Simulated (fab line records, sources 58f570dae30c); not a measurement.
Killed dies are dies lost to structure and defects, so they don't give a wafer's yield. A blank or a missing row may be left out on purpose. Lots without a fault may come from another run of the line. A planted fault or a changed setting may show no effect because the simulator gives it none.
Which tool did it? | flow berkeley_cmos170 | 15 lots, 45 wafers sampled, at 6 steps of a route of 331

WHAT THE GAUGES READ, wafer by wafer
UCB170_PFIELD_OVL_MEAS_06. Usual: PFIELD_OVL 0 nm, standard deviation 4.9.
lot  | measured    | on         | PFIELD_OVL (nm) | flag
L297 | day 4 18:16 | overlay-01 | -4 -2 -13       |
L299 | day 5 04:13 | overlay-02 | 5 4 9           |
L300 | day 5 17:02 | overlay-02 | 0 3 4           |
L301 | day 5 17:04 | overlay-01 | 5 9 4           |
L302 | day 6 04:55 | overlay-02 | 2 -5 -3         |
L304 | day 6 07:44 | overlay-02 | -2 -1 2         |
L307 | day 6 16:13 | overlay-01 | 3 3 5           |
L306 | day 6 16:29 | overlay-02 | 5 5 5           |
L309 | day 6 20:31 | overlay-01 | -9 2 1          |
L305 | day 6 20:52 | overlay-01 | 9 -2 1          |
L308 | day 7 08:05 | overlay-02 | 8 0 0           |
L310 | day 7 08:11 | overlay-02 | 5 6 1           |
L311 | day 7 08:27 | overlay-02 | 2 4 0           |
L313 | day 7 15:24 | overlay-01 | -2 6 4          |
L312 | day 7 21:31 | overlay-01 | -2 -3 -5        |

UCB170_FIELD_THK_MEAS_90. Usual: FIELD_OXIDE_LEFT_1_THK 444 nm, standard deviation 8.4.
lot  | measured    | on            | FIELD_OXIDE_LEFT_1_THK (nm) | flag
L297 | day 5 08:05 | film_metro-03 | 444 443 450                 |
L299 | day 5 18:51 | film_metro-04 | 437 445 431                 |
L300 | day 6 07:37 | film_metro-04 | 448 446 440                 |
L301 | day 6 07:37 | film_metro-03 | 446 438 450                 |
L302 | day 6 19:46 | film_metro-03 | 447 451 446                 |
L304 | day 6 19:50 | film_metro-03 | 429 431 424                 |
L307 | day 7 06:41 | film_metro-01 | 446 454 452                 |
L306 | day 7 06:40 | film_metro-04 | 446 448 449                 |
L309 | day 7 10:30 | film_metro-03 | 443 448 442                 |
L305 | day 7 10:31 | film_metro-01 | 441 440 443                 |
L308 | day 7 19:40 | film_metro-04 | 442 451 452                 |
L310 | day 7 19:40 | film_metro-01 | 440 432 439                 |
L311 | day 7 19:40 | film_metro-03 | 440 452 444                 |
L313 | day 8 06:46 | film_metro-04 | 441 434 438                 |
L312 | day 8 10:59 | film_metro-01 | 446 441 438                 |

UCB170_GATE_THK_MEAS_05. Usual: GATE_POLY_THK 214.4 nm, standard deviation 2.
lot  | measured    | on            | GATE_POLY_THK (nm) | flag
L297 | day 6 10:14 | film_metro-03 | 212.5 210.0 211.7  |
L299 | day 7 00:08 | film_metro-03 | 214.0 215.6 214.8  |
L300 | day 7 09:19 | film_metro-03 | 218.5 217.7 216.2  |
L301 | day 7 09:19 | film_metro-04 | 210.4 209.6 212.4  |
L302 | day 8 01:32 | film_metro-02 | 214.0 213.0 213.9  |
L304 | day 8 01:29 | film_metro-02 | 216.0 216.2 217.3  |
L307 | day 8 07:44 | film_metro-03 | 213.3 216.2 211.5  |
L306 | day 8 07:39 | film_metro-03 | 212.9 214.9 215.2  |
L309 | day 8 09:53 | film_metro-03 | 217.4 218.5 216.3  |
L305 | day 8 09:53 | film_metro-02 | 214.0 214.1 213.2  |
L308 | day 8 19:38 | film_metro-02 | 215.3 215.1 214.0  |
L310 | day 8 19:38 | film_metro-04 | 214.2 215.2 213.8  |
L311 | day 8 19:38 | film_metro-03 | 214.8 214.7 213.8  |
L313 | day 9 07:14 | film_metro-04 | 213.1 214.5 211.5  |
L312 | day 9 10:14 | film_metro-03 | 213.0 215.7 214.1  |

UCB170_GATE_CD_MEAS_90: target cd 350 nm. Usual: cd_nm 350.1 nm, standard deviation 1.5.
lot  | measured    | on        | cd_nm (nm)        | flag
L297 | day 6 12:14 | cd_sem-02 | 349.4 349.6 349.5 |
L299 | day 7 01:24 | cd_sem-02 | 348.8 349.2 348.8 |
L300 | day 7 11:12 | cd_sem-01 | 347.6 349.7 348.2 |
L301 | day 7 10:46 | cd_sem-02 | 349.4 350.2 350.7 |
L302 | day 8 03:29 | cd_sem-02 | 350.6 351.3 351.2 |
L304 | day 8 03:16 | cd_sem-02 | 350.6 351.9 350.4 |
L307 | day 8 09:38 | cd_sem-01 | 348.6 349.0 349.8 |
L306 | day 8 09:20 | cd_sem-02 | 350.6 349.6 351.4 |
L309 | day 8 11:53 | cd_sem-02 | 349.6 349.4 348.3 |
L305 | day 8 12:27 | cd_sem-02 | 351.9 351.9 349.6 |
L308 | day 8 22:51 | cd_sem-02 | - - -             | OFF
L310 | day 8 21:50 | cd_sem-01 | 347.0 348.0 347.0 |
L311 | day 8 21:52 | cd_sem-02 | - - -             | OFF
L313 | day 9 09:25 | cd_sem-01 | - - -             | OFF
L312 | day 9 12:29 | cd_sem-01 | 351.7 352.2 352.7 |

WHICH TOOL RAN EACH LOT (tool, then ch and the chambers of the sampled wafers, then the start)
lot  | UCB170_GATE_ETCH_14               | UCB170_GATE_ETCH_15
L297 | rie_diel-03 ch 2,3, day 6 12:03   | rie_si-01 ch 0,1,3, day 6 12:06
L299 | rie_diel-01 ch 0,3, day 7 01:11   | rie_si-02 ch 0,2,3, day 7 01:14
L300 | rie_diel-03 ch 0,2, day 7 10:59   | rie_si-02 ch 0,1,3, day 7 11:02
L301 | rie_diel-02 ch 0,2,3, day 7 10:34 | rie_si-01 ch 0,1,3, day 7 10:37
L302 | rie_diel-01 ch 1,2,3, day 8 03:17 | rie_si-01 ch 0,2,3, day 8 03:20
L304 | rie_diel-02 ch 0,1,2, day 8 03:03 | rie_si-01 ch 1,2, day 8 03:06
L307 | rie_diel-02 ch 0,2, day 8 09:24   | rie_si-01 ch 2,3, day 8 09:26
L306 | rie_diel-01 ch 1,2,3, day 8 09:09 | rie_si-02 ch 1,2,3, day 8 09:11
L309 | rie_diel-01 ch 0,1,2, day 8 11:41 | rie_si-02 ch 1,2,3, day 8 11:44
L305 | rie_diel-03 ch 0,1,2, day 8 12:14 | rie_si-01 ch 0,2,3, day 8 12:17
L308 | rie_diel-02 ch 0,1,3, day 8 22:37 | rie_si-02 ch 0,3, day 8 22:40
L310 | rie_diel-03 ch 1,2,3, day 8 21:37 | rie_si-02 ch 0,1, day 8 21:40
L311 | rie_diel-01 ch 0,1, day 8 21:39   | rie_si-01 ch 0,1, day 8 21:41
L313 | rie_diel-01 ch 0,2, day 9 08:57   | rie_si-01 ch 0,2,3, day 9 08:59
L312 | rie_diel-03 ch 1,3, day 9 12:02   | rie_si-01 ch 2,3, day 9 12:05
- UCB170_GATE_ETCH_14: etches BARC in N2/H2.
- UCB170_GATE_ETCH_15: etches poly-Si in HBr/Cl2, stops on SiO2, time 56.3 s, target depth 278.2 nm.

WHAT THE TOOLS THEMSELVES READ (means of the sampled wafers that have a number; where no wafer has one, the mark that the record gives instead)
UCB170_GATE_ETCH_14. Usual: bias_w 100.0 W, standard deviation 0.31; chamber_pressure_mTorr 30.006 mTorr, standard deviation 0.027; drypump_motor_current_A 5.6 A, standard deviation 0.43; oes_product_au 1.005 a.u., standard deviation 0.021; throttle_valve_pct 13.31 %, standard deviation 0.17.
lot  | tool        | bias_w (W) | chamber_pressure_mTorr (mTorr) | drypump_motor_current_A (A) | oes_product_au (a.u.) | throttle_valve_pct (%) | flag
L297 | rie_diel-03 | 99.7       | 29.997                         | 5.6                         | 0.992                 | 13.47                  |
L299 | rie_diel-01 | 100.3      | 30.028                         | 5.6                         | 1.006                 | 13.35                  |
L300 | rie_diel-03 | 99.7       | 30.020                         | 5.7                         | 0.999                 | 13.44                  |
L301 | rie_diel-02 | 100.2      | 30.024                         | 5.4                         | 0.990                 | 13.34                  |
L302 | rie_diel-01 | 100.2      | 29.997                         | 5.5                         | 1.009                 | 13.31                  |
L304 | rie_diel-02 | 100.0      | 29.981                         | 5.8                         | 1.008                 | 13.30                  |
L307 | rie_diel-02 | 99.8       | 29.998                         | 5.6                         | 0.983                 | 13.31                  |
L306 | rie_diel-01 | 100.5      | 29.998                         | 5.5                         | 1.009                 | 13.30                  |
L309 | rie_diel-01 | 99.8       | 30.005                         | 5.7                         | 1.013                 | 13.19                  |
L305 | rie_diel-03 | 100.0      | 30.022                         | 5.6                         | 1.016                 | 13.24                  |
L308 | rie_diel-02 | -          | -                              | -                           | -                     | -                      | OFF
L310 | rie_diel-03 | 100.0      | 29.997                         | 5.4                         | 1.000                 | 13.26                  |
L311 | rie_diel-01 | -          | -                              | -                           | -                     | -                      | OFF
L313 | rie_diel-01 | -          | -                              | -                           | -                     | -                      | OFF
L312 | rie_diel-03 | 100.3      | 30.025                         | 5.5                         | 0.998                 | 13.22                  |

UCB170_GATE_ETCH_15. Usual: HBr_flow_sccm 150.0 sccm, standard deviation 0.45; bias_w 150.1 W, standard deviation 0.44; drypump_motor_current_A 5.5 A, standard deviation 0.45; oes_product_au 0.831 a.u., standard deviation 0.012; throttle_valve_pct 26.4 %, standard deviation 0.34.
lot  | tool      | HBr_flow_sccm (sccm) | bias_w (W) | drypump_motor_current_A (A) | oes_product_au (a.u.) | throttle_valve_pct (%) | flag
L297 | rie_si-01 | 150.0                | 150.2      | 5.3                         | 0.825                 | 26.1                   |
L299 | rie_si-02 | 150.3                | 149.9      | 5.6                         | 0.833                 | 26.7                   |
L300 | rie_si-02 | 149.7                | 150.6      | 5.5                         | 0.840                 | 26.6                   |
L301 | rie_si-01 | 150.4                | 149.8      | 5.4                         | 0.824                 | 26.1                   |
L302 | rie_si-01 | 150.1                | 149.7      | 5.5                         | 0.831                 | 26.3                   |
L304 | rie_si-01 | 150.0                | 150.4      | 5.6                         | 0.828                 | 26.2                   |
L307 | rie_si-01 | 150.2                | 150.0      | 5.2                         | 0.829                 | 26.5                   |
L306 | rie_si-02 | 149.7                | 150.5      | 5.9                         | 0.835                 | 26.6                   |
L309 | rie_si-02 | 149.8                | 150.1      | 5.9                         | 0.839                 | 26.6                   |
L305 | rie_si-01 | 150.2                | 149.6      | 5.5                         | 0.826                 | 26.3                   |
L308 | rie_si-02 | 150.1                | 150.1      | 5.2                         | 0.273                 | 26.7                   | OFF
L310 | rie_si-02 | 149.5                | 149.6      | 5.4                         | 0.840                 | 26.5                   |
L311 | rie_si-01 | 150.0                | 150.2      | 5.4                         | 0.267                 | 25.8                   | OFF
L313 | rie_si-01 | 149.5                | 150.0      | 5.5                         | 0.273                 | 26.3                   | OFF
L312 | rie_si-01 | 149.6                | 150.6      | 5.5                         | 0.833                 | 26.5                   |

THE ANSWER, worked out from the rows above alone
Rule: a lot is off if the mean of its wafers that have a number lies more than 3 standard deviations from the usual mean. A lot without any number at a reading at which 4 lots or more have one is off too. The other lots that the step has rows for count as sound. The gauges are gone through in route order, then the tools' own readings, and for those a lot's mean is taken as printed above. The first step at which some lot is off is used, and at that step the reading that is off furthest; a lot without a number counts as furthest.
Off: L308, L311, L313, at UCB170_GATE_CD_MEAS_90 (cd_nm). Without a number there: L308, L311, L313.
A tool fits if, at a process step before that reading, it ran every lot that is off, and no sound lot after the first of them. The gauges at UCB170_GATE_CD_MEAS_90 aren't tried: what is off there is off at UCB170_GATE_ETCH_14 too, on other tools, and a gauge's error can't cause that. None of those tried fits.

WHAT THE SIMULATOR HAD PUT IN
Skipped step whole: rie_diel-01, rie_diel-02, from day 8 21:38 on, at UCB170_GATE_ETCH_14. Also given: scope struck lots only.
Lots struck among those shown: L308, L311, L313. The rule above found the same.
